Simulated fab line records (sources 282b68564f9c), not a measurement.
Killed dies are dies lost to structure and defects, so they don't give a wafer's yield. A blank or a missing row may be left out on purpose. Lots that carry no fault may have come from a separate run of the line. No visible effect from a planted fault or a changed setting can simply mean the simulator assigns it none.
A single fault, viewed from 2 desks | flow rit-cmos | what lay behind the numbers comes last; until then each desk has only its own

== DESK OF THE TOOL OWNER: implanter-04 ==
For each lot that ran on this tool, the mean over its sampled wafers that have a number, from the tool's own readings at RIT_NSD_IMPLANT_08. Any lot whose mean is over 4 standard deviations away from the usual mean is out of limits and marked OUT; that distance is given in the brackets.
Columns: A = dose-ions-cm2 at RIT_NSD_IMPLANT_08, usual 9.998e+14
lot  | first seen here | A
L229 | day 5 06:38     | 9.995e+14
L231 | day 5 14:46     | 1.000e+15
L232 | day 5 20:30     | 1.002e+15
L234 | day 6 03:10     | 9.562e+14 (-44) OUT
L238 | day 7 06:06     | 9.565e+14 (-43) OUT
Finding of this desk: L234, L238 out of limits; the first was L234 at day 6 03:10, on dose-ions-cm2 at RIT_NSD_IMPLANT_08. L229, L231, L232: within limits.

== METROLOGY DESK ==
What the gauges read for every lot (on any tool): the sampled wafers with a number, averaged. Any lot whose mean is over 4 standard deviations away from the usual mean is out of limits and marked OUT; that distance is given in the brackets.
Columns: A = NSD_RS at RIT_SDANNEAL_RS_MEAS_05, usual 84.41 ohm/sq
lot  | first seen here | A
L220 | day 3 08:30     | 84.45
L221 | day 3 15:47     | 84.41
L223 | day 4 03:31     | 84.20
L225 | day 4 13:22     | 84.02
L226 | day 4 18:23     | 84.05
L227 | day 4 20:44     | 84.84
L228 | day 5 00:34     | 83.69
L229 | day 5 09:00     | 84.63
L231 | day 5 17:22     | 84.60
L232 | day 5 22:52     | 84.37
L234 | day 6 05:38     | 87.43 (+11) OUT
L235 | day 6 12:10     | 84.46
L237 | day 7 04:01     | 84.70
L238 | day 7 08:38     | 87.34 (+10) OUT
This desk's result: L234, L238 out of limits, first on L234 (NSD_RS at RIT_SDANNEAL_RS_MEAS_05), day 6 05:38. L220, L221, L223, L225, L226, L227, L228, L229, L231, L232, L235, L237: within limits.

== BROUGHT TOGETHER ==
At day 6 03:10, on L234, L238, the tool owner's desk was in a position to raise an alarm.
On L234, L238, the metrology desk was in a position to raise an alarm at day 6 05:38.
Every lot named ran RIT_NSD_IMPLANT_08 on implanter-04.

== WHAT HAD BEEN PUT IN BY THE SIMULATOR ==
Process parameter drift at RIT_NSD_IMPLANT_08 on implanter-04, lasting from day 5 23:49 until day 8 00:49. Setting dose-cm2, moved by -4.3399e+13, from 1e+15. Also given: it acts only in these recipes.
Shown lots that were struck: L234, L238.
Time in hours from fault onset to the first out-of-limits reading at each desk: tool owner's desk 3, metrology desk 6.
